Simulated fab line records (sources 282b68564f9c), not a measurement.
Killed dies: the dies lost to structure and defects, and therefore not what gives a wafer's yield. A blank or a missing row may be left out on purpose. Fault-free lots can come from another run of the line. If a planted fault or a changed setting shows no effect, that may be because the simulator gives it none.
Comparing a struck lot with a sound one + flow rit-cmos + 44 out of 202 route steps
Sound: wafers L305.1, L305.2, L305.6. Struck: wafer L316.3. (L316.2, L316.5 of the same lot were not struck and are left out.) The cause comes at the end.
Each step with rows lists, per side, the tool, then ch with its chambers, then its first start. Under that, the readings that differ: sound wafers + struck wafers + difference of the means + sigmas: that difference in standard deviations of wafers without a fault.
alike: readings with means less than 2 such deviations apart, plus words and numbers identical on both sides. not compared: withheld readings, readings lacking a value on some wafer, bounds such as >300 that could conceal the same value, and numbers that have no deviation in the record and whose values overlap.
The two part at a step that has a row with sigmas, a row that says differs or no value, or rows on one side only. Numbers that have no deviation but don't overlap get no sigmas and don't part them. A reading that every wafer of one side lacks parts them only if that side has two wafers or more.

first, 1 step without rows for these wafers: RIT_NWELL_IMPLANT_08.
RIT_NWELL_STRIP_09: strips in O2, time 180 s.
  sound on plasma-asher-03 ch 0,1, day 2 17:53; struck on plasma-asher-03 ch 0, day 5 00:02
  alike: drypump-motor-current-A
  not compared: rf-hours-counter-h
RIT_NWELL_TW_MEAS_10:
  sound on film-metro-04, day 2 18:04; struck on film-metro-02, day 5 00:13
| reading  | sound          | struck | difference | sigmas |
|----------|----------------|--------|------------|--------|
| NWELL_TW | 2137 2137 2130 | 2177   | +42        | +3     |
then, 6 steps without rows for these wafers: RIT_PWELL_HMDS_00 (prime time 60 s); RIT_PWELL_COAT_01 (resist thk 1300 nm); RIT_PWELL_SOFTBAKE_02 (time 60 s); RIT_PWELL_EXPOSE_03 (exposes mask M3, target cd 43700 nm); RIT_PWELL_PEB_04; RIT_PWELL_DEVELOP_05 (develop time 68 s).
RIT_PWELL_OVL_MEAS_06:
  sound on overlay-01, day 2 19:06; struck on overlay-01, day 5 01:17
  alike: PWELL_OVL
then, 2 steps without rows for these wafers: RIT_PWELL_HARDBAKE_07 (time 120 s); RIT_PWELL_IMPLANT_08.
RIT_PWELL_STRIP_09: strips in O2, time 180 s.
  sound on plasma-asher-04 ch 0,1, day 2 19:32; struck on plasma-asher-04 ch 0, day 5 01:43
  alike: drypump-motor-current-A
  not compared: rf-hours-counter-h
RIT_PWELL_TW_MEAS_10:
  sound on film-metro-03, day 2 19:43; struck on film-metro-04, day 5 01:54
  alike: PWELL_TW
then, 1 step without rows for these wafers: RIT_WELLDRIVE_ANNEAL_00 (time 14700 s).
RIT_WELLDRIVE_RS_MEAS_01: the measuring method here is four-point-probe.
  sound on film-metro-04, day 3 00:51; struck on film-metro-03, day 5 07:10
  alike: NWELL_RS
RIT_WELLDRIVE_RS_MEAS_02: the measuring method here is four-point-probe.
  sound on film-metro-04, day 3 00:58; struck on film-metro-03, day 5 07:17
  alike: PWELL_RS
then, 6 steps without rows for these wafers: RIT_NRETRO_HMDS_00 (prime time 60 s); RIT_NRETRO_COAT_01 (resist thk 1300 nm); RIT_NRETRO_SOFTBAKE_02 (time 60 s); RIT_NRETRO_EXPOSE_03 (exposes mask M4, target cd 43900 nm); RIT_NRETRO_PEB_04; RIT_NRETRO_DEVELOP_05 (develop time 68 s).
RIT_NRETRO_OVL_MEAS_06:
  sound on overlay-01, day 3 01:58; struck on overlay-02, day 5 08:17
  alike: NRETRO_OVL
then, 2 steps without rows for these wafers: RIT_NRETRO_HARDBAKE_07 (time 120 s); RIT_NRETRO_IMPLANT_08.
RIT_NRETRO_STRIP_09: strips in O2, time 180 s.
  sound on plasma-asher-01 ch 0,1, day 3 02:25; struck on plasma-asher-01 ch 0, day 5 08:43
  alike: drypump-motor-current-A
  not compared: rf-hours-counter-h
RIT_NRETRO_TW_MEAS_10:
  sound on film-metro-01, day 3 02:35; struck on film-metro-01, day 5 08:53
  alike: NRETRO_TW
then, 6 steps without rows for these wafers: RIT_PRETRO_HMDS_00 (prime time 60 s); RIT_PRETRO_COAT_01 (resist thk 1300 nm); RIT_PRETRO_SOFTBAKE_02 (time 60 s); RIT_PRETRO_EXPOSE_03 (exposes mask M5, target cd 43700 nm); RIT_PRETRO_PEB_04; RIT_PRETRO_DEVELOP_05 (develop time 68 s).
RIT_PRETRO_OVL_MEAS_06:
  sound on overlay-01, day 3 03:31; struck on overlay-01, day 5 09:50
| reading         | sound         | struck | difference | sigmas |
|-----------------|---------------|--------|------------|--------|
| PRETRO_OVL (nm) | 0.6 -2.0 -1.4 | 1.9    | +2.8       | +2     |
then, 2 steps without rows for these wafers: RIT_PRETRO_HARDBAKE_07 (time 120 s); RIT_PRETRO_IMPLANT_08.
RIT_PRETRO_STRIP_09: strips in O2, time 180 s.
  sound on plasma-asher-01 ch 0,1, day 3 03:58; struck on plasma-asher-01 ch 1, day 5 10:16
  alike: drypump-motor-current-A
  not compared: rf-hours-counter-h
RIT_PRETRO_TW_MEAS_10:
  sound on film-metro-02, day 3 04:08; struck on film-metro-01, day 5 10:26
  alike: PRETRO_TW
then, 3 steps without rows for these wafers: RIT_GATE_WET_ETCH_00 (etches SiO2 in BOE, target depth 56 nm, time 60 s); RIT_GATE_CLEAN_01 (cleans in SC1, time 600 s); RIT_GATE_CLEAN_02 (cleans in dHF, time 30 s).
RIT_CONTACT_ETCH_11: etches SiO2 in CHF3/CF4/Ar, stops on TiSi2, target depth 480 nm, time 320 s.
  sound on rie-diel-02 ch 1,3, day 4 01:00; struck on rie-diel-03 ch 3, day 6 06:26
| reading                  | sound             | struck | difference | sigmas |
|--------------------------|-------------------|--------|------------|--------|
| model.CONTACT.cd-nm (nm) | 997.4 999.2 998.5 | 992.8  | -5.6       |        |
  alike: CHF3_flow_sccm, drypump-motor-current-A, oes-product-au, throttle-valve-pct
  not compared: rf-hours-counter-h
RIT_M1_PROBE_99:
  sound on prober-02, day 4 06:29; struck on prober-01, day 6 14:02
| reading                                    | sound             | struck | difference | sigmas |
|--------------------------------------------|-------------------|--------|------------|--------|
| model.etest.contact-to-gate.bv-right-v (V) | 93.72 90.32 89.82 | 88.59  | -2.70      |        |
  alike: killed-at-contacts, killed-at-front-end, killed-dies, killed-open, killed-short
  not compared: model.etest.contact-to-gate.bv-left-v

## WHERE THEY PART
Last at RIT_PRETRO_OVL_MEAS_06 as far as this record goes, first at RIT_NWELL_TW_MEAS_10. Later steps at which nothing parts them and some readings are alike: RIT_PRETRO_STRIP_09, RIT_PRETRO_TW_MEAS_10, RIT_CONTACT_ETCH_11, RIT_M1_PROBE_99.

WHY: the cause the simulator had injected
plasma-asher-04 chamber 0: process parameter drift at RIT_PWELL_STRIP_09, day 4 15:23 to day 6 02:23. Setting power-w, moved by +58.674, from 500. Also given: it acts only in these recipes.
